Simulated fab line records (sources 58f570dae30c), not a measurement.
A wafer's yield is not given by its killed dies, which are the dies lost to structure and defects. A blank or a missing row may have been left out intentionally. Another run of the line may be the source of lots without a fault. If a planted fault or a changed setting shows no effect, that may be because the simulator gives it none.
One fault seen from 2 desks || flow berkeley cmos170 || what lay behind the numbers comes last; until then each desk has only its own

FROM THE METROLOGY DESK
What the gauges read, lot by lot, whatever tool the lot ran on: means of the sampled wafers that have a number. Marked OUT: a lot whose mean sits more than 4 standard deviations from the usual mean, which makes it out of limits; the brackets give that distance.
Columns: A = ACTIVE_OXIDE_THK at UCB170_ACTIVE_THK_MEAS_03, usual 26.7 nm; B = ACTIVE_NITRIDE_THK at UCB170_ACTIVE_THK_MEAS_06, usual 220.9 nm; C = cd nm at UCB170_ACTIVE_CD_MEAS_13, usual 1199.7 nm; D = ACTIVE_OVL at UCB170_ACTIVE_OVL_MEAS_14, usual -1 nm; E = cd nm at UCB170_ACTIVE_CD_MEAS_90, usual 1199.8 nm; F = PFIELD_OVL at UCB170_PFIELD_OVL_MEAS_06, usual -2 nm; G = PFIELD_TW at UCB170_PFIELD_TW_MEAS_09, usual 594
{"lot": "L466", "first seen here": "day 5 00:59", "A": 26.2, "B": 220.3, "C": 1199.5, "D": 10, "E": 1199.5, "F": 1, "G": 579}
{"lot": "L468", "first seen here": "day 5 05:26", "A": 26.5, "B": 222.6, "C": 1199.8, "D": -1, "E": 1199.8, "F": 5, "G": 583}
{"lot": "L484", "first seen here": "day 7 15:02", "A": 26.5, "B": 220.6, "C": 1199.0, "D": 6, "E": 1198.8, "F": -2, "G": 601}
{"lot": "L485", "first seen here": "day 7 22:41", "A": 26.5, "B": 218.0, "C": 1202.0, "D": 2, "E": 1202.0, "F": -1, "G": 582}
{"lot": "L488", "first seen here": "day 8 22:15", "A": 26.4, "B": 214.8, "C": 1197.1, "D": -7, "E": 1197.1, "F": -1, "G": 601}
Finding of this desk: none of the 5 lots has anything out of limits.

AT THE TOOL OWNER'S DESK: rie diel-02
The tool's own readings at UCB170_ACTIVE_ETCH_15 (etches Si3N4 in CH3F/Ar/O2, stops on SiO2, target depth 242 nm, time 151 s): means of the sampled wafers that have a number, for each lot that ran on this tool. Marked OUT: a lot whose mean sits more than 4 standard deviations from the usual mean, which makes it out of limits; the brackets give that distance.
Columns: A = drypump motor current A at UCB170_ACTIVE_ETCH_15, usual 5.9 A; B = mfc ar sccm at UCB170_ACTIVE_ETCH_15, usual 49.99 sccm; C = oes product au at UCB170_ACTIVE_ETCH_15, usual 0.941 a.u.; D = throttle valve pct at UCB170_ACTIVE_ETCH_15, usual 8.13 %
{"lot": "L484", "first seen here": "day 7 22:34", "A": 5.5, "B": 49.91, "C": 0.939, "D": 8.16}
{"lot": "L485", "first seen here": "day 8 04:04", "A": 6.1, "B": 50.02, "C": 0.938, "D": 8.17}
Finding of this desk: none of the 2 lots has anything out of limits.

BROUGHT TOGETHER
At the metrology desk, nothing out of limits was observed.
The tool owner's desk saw nothing out of limits.

WHAT HAD BEEN PUT IN BY THE SIMULATOR
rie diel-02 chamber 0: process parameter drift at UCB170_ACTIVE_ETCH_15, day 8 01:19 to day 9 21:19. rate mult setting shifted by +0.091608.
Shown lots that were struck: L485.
